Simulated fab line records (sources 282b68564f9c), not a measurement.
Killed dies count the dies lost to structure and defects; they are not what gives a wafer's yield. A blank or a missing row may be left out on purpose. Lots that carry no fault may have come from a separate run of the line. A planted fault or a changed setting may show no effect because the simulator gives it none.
Split-lot trial | flow rit cmos | 27 wafers read from 5 lots, route of 202 steps

THE SPLIT ITSELF
At RIT_M1_DEVELOP_08 (develop time 68 s), the setting develop time s was moved away from the recipe's 68 s on 12 of the 27 wafers read, by -59.6% to -15.6%. All remaining wafers had this setting at the recipe value.

FROM THE SPLIT TO THE READING: what the file shows between them, 5 steps
- RIT_M1_CD_MEAS_09: target cd 2600 nm
- RIT_M1_HARDBAKE_11: time 120 s
- RIT_M1_METAL_ETCH_12: etches Al in Cl2/BCl3, stops on SiO2, time 165 s, target depth 600 nm
- RIT_M1_STRIP_13: strips in nmp, time 600 s
- RIT_M1_STRIP_14: strips in O2, time 180 s

THE READING
Shown in nm: cd nm at RIT_M1_CD_MEAS_90, with target cd 2600 nm. A value of 2598.9 nm with a standard deviation of 2.7 nm is what fault-free wafers of this fab line usually give.

wafer  | tool, chamber at the split | develop time s as run, s | against the recipe | cd nm, nm | against lot-mates on the recipe
L074.1 | litho track-03, 0          | 68                       | recipe             | 2594.1    | -
L074.2 | litho track-03, 0          | 68                       | recipe             | 2596.2    | -
L074.3 | litho track-03, 0          | 68                       | recipe             | 2597.6    | -
L074.4 | litho track-03, 0          | 27.46                    | -59.6%             | 2691.8    | +95.8
L074.5 | litho track-03, 0          | 27.46                    | -59.6%             | 2696.8    | +100.8
L074.6 | litho track-03, 0          | 27.46                    | -59.6%             | 2693.0    | +97.0
L075.1 | litho track-04, 0          | 68                       | recipe             | 2598.8    | -
L075.2 | litho track-04, 0          | 57.41                    | -15.6%             | 2616.9    | +18.0
L075.3 | litho track-04, 0          | 57.41                    | -15.6%             | 2619.4    | +20.5
L075.4 | litho track-04, 0          | 68                       | recipe             | 2598.6    | -
L075.5 | litho track-04, 0          | 57.41                    | -15.6%             | 2618.0    | +19.1
L075.6 | litho track-04, 0          | 68                       | recipe             | 2599.4    | -
L077.1 | litho track-02, 0          | 56.89                    | -16.3%             | 2613.4    | +19.5
L077.2 | litho track-02, 0          | 68                       | recipe             | 2592.4    | -
L077.3 | litho track-02, 0          | 56.89                    | -16.3%             | 2609.1    | +15.2
L077.4 | litho track-02, 0          | 56.89                    | -16.3%             | 2615.6    | +21.7
L077.5 | litho track-02, 0          | 68                       | recipe             | 2592.9    | -
L077.6 | litho track-02, 0          | 68                       | recipe             | 2596.4    | -
L081.1 | litho track-04, 0          | 55.01                    | -19.1%             | 2621.6    | +22.2
L081.2 | litho track-04, 0          | 68                       | recipe             | 2598.3    | -
L081.3 | litho track-04, 0          | 55.01                    | -19.1%             | 2618.4    | +19.0
L081.4 | litho track-04, 0          | 55.01                    | -19.1%             | 2620.6    | +21.2
L081.5 | litho track-04, 0          | 68                       | recipe             | 2600.9    | -
L081.6 | litho track-04, 0          | 68                       | recipe             | 2599.1    | -
L085.2 | litho track-03, 0          | 68                       | recipe             | 2597.3    | -
L085.5 | litho track-03, 0          | 68                       | recipe             | 2598.7    | -
L085.6 | litho track-03, 0          | 68                       | recipe             | 2599.1    | -

THE FIT
A straight line over all 27 wafers: cd nm changes by -1.58 nm for each +1% of develop time s; r = -0.99; the points scatter about the line by 4.7 nm.
The same after taking each lot's own level away (the mean of its wafers on the recipe; 27 wafers): -1.6 nm for each +1%; r = -0.99; scatter 4.4 nm.
That fit puts the effect of the largest move of develop time s on the reading at 95 nm.
From 2593.90 to 2599.43 nm: that is the span of the lots' own levels, equal to 2.0 times the standard deviation above.
The two slopes agree, so the slope changes little with the lot-to-lot level.
Check: with one of the wafers moved furthest among these (-59.6%) left out of the fit, the line predicts +92.1 nm for it against its lot-mates. It came out at +95.8 nm against them.

ADDITIONAL SPLITS CARRIED BY THESE WAFERS
Other splits were also applied to these wafers ahead of the reading. Each is held against what the fit with the lots' levels taken away leaves over:
other split on the same wafers | wafers away from the commonest value | r with cd nm (lot level and that fit taken away)
RIT_SPACER_CVD_03 time s       | 6                                    | +0.44

THE WHOLE CHAIN: every reading that the file lists as answering this split, in the file's order
step                 | what it does                                                          | reading                                                   | change (the file's fit)              | r (the file's)
RIT_M1_CD_MEAS_09    | target cd 2600 nm                                                     | cd nm                                                     | -1.55 nm for each +1% of the setting | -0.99
RIT_M1_METAL_ETCH_12 | etches Al in Cl2/BCl3, stops on SiO2, time 165 s, target depth 600 nm | M1.cd nm (the simulator's own value, which no gauge read) | -1.54 nm for each +1% of the setting | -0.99
RIT_M1_CD_MEAS_90    | target cd 2600 nm                                                     | cd nm                                                     | -1.54 nm for each +1% of the setting | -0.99

FILE'S OWN FIT
cd nm changes by -1.54 nm for each +1% of develop time s, r = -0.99.
